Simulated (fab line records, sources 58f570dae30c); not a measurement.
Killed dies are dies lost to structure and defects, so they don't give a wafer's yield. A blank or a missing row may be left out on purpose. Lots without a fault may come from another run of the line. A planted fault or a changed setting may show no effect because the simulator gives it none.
One fault seen from 2 desks | flow berkeley_cmos170 | each desk has only its own numbers; what lay behind them comes last

THE METROLOGY DESK
What the gauges read, lot by lot, whatever tool the lot ran on: means of the sampled wafers that have a number. A lot is out of limits, marked OUT, if its mean lies more than 4 standard deviations from the usual mean; the brackets give that distance.
Columns: A = cd_nm at UCB170_V1_CD_MEAS_90, usual 699.6 nm; B = M3_OVL at UCB170_M3_OVL_MEAS_16, usual -2 nm; C = cd_nm at UCB170_M3_CD_MEAS_90, usual 701 nm
lot  | first seen here | A     | B  | C
L594 | day 7 16:25     | 700.3 | -2 | 700
L595 | day 7 19:14     | 699.6 | 4  | 699
L596 | day 7 19:32     | 698.7 | 3  | 702
L598 | day 8 21:46     | 698.4 | -7 | 699
L600 | day 9 01:35     | 697.7 | -7 | 704
L599 | day 9 01:52     | 701.7 | -6 | 703
L601 | day 9 06:52     | 699.4 | -1 | 704
L610 | day 10 11:35    | 698.7 | 1  | 722 (+6.5) OUT
L606 | day 10 11:53    | 699.4 | -5 | 719 (+5.6) OUT
L613 | day 11 00:53    | 702.1 | -3 | 705
L611 | day 11 03:02    | 700.6 | 2  | 698
L614 | day 11 17:47    | 701.6 | 3  | 704
L616 | day 12 00:54    | 699.0 | -6 | 697
L617 | day 12 18:07    | 702.2 | -1 | 699
This desk's finding: out of limits on L606, L610; first on L610, day 10 23:26 (cd_nm at UCB170_M3_CD_MEAS_90). In limits: L594, L595, L596, L598, L600, L599, L601, L613, L611, L614, L616, L617.

THE TOOL OWNER'S DESK: rie_metal-01
The tool's own readings at UCB170_M3_METAL_ETCH_18 (etches Al in Cl2/BCl3, stops on SiO2, target depth 1170 nm, time 195 s): means of the sampled wafers that have a number, for each lot that ran on this tool. A lot is out of limits, marked OUT, if its mean lies more than 4 standard deviations from the usual mean; the brackets give that distance.
Columns: A = drypump_motor_current_A at UCB170_M3_METAL_ETCH_18, usual 6.0 A; B = oes_product_au at UCB170_M3_METAL_ETCH_18, usual 0.852 a.u.; C = throttle_valve_pct at UCB170_M3_METAL_ETCH_18, usual 24.2 %
lot  | first seen here | A   | B                | C
L594 | day 8 01:26     | 6.3 | 0.842            | 24.4
L598 | day 9 06:45     | 6.2 | 0.863            | 24.2
L599 | day 9 12:20     | 6.3 | 0.853            | 24.3
L610 | day 10 23:09    | 6.3 | 0.741 (-6.2) OUT | 24.3
L606 | day 11 00:17    | 6.3 | 0.729 (-6.9) OUT | 24.4
This desk's finding: out of limits on L606, L610; first on L610, day 10 23:09 (oes_product_au at UCB170_M3_METAL_ETCH_18). In limits: L594, L598, L599.

PUT TOGETHER
The tool owner's desk could have raised an alarm at day 10 23:09, on L606, L610.
The metrology desk could have raised an alarm at day 10 23:26, on L606, L610.
Of the lots named, all ran UCB170_M3_METAL_ETCH_18 on rie_metal-01.

WHAT THE SIMULATOR HAD PUT IN
Process parameter drift: rie_metal-01, from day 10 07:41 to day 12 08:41, at UCB170_M3_METAL_ETCH_18. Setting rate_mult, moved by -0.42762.
Lots struck among those shown: L606, L610.
Hours from the fault's start to each desk's first reading out of limits: the tool owner's desk, 15; the metrology desk, 16.
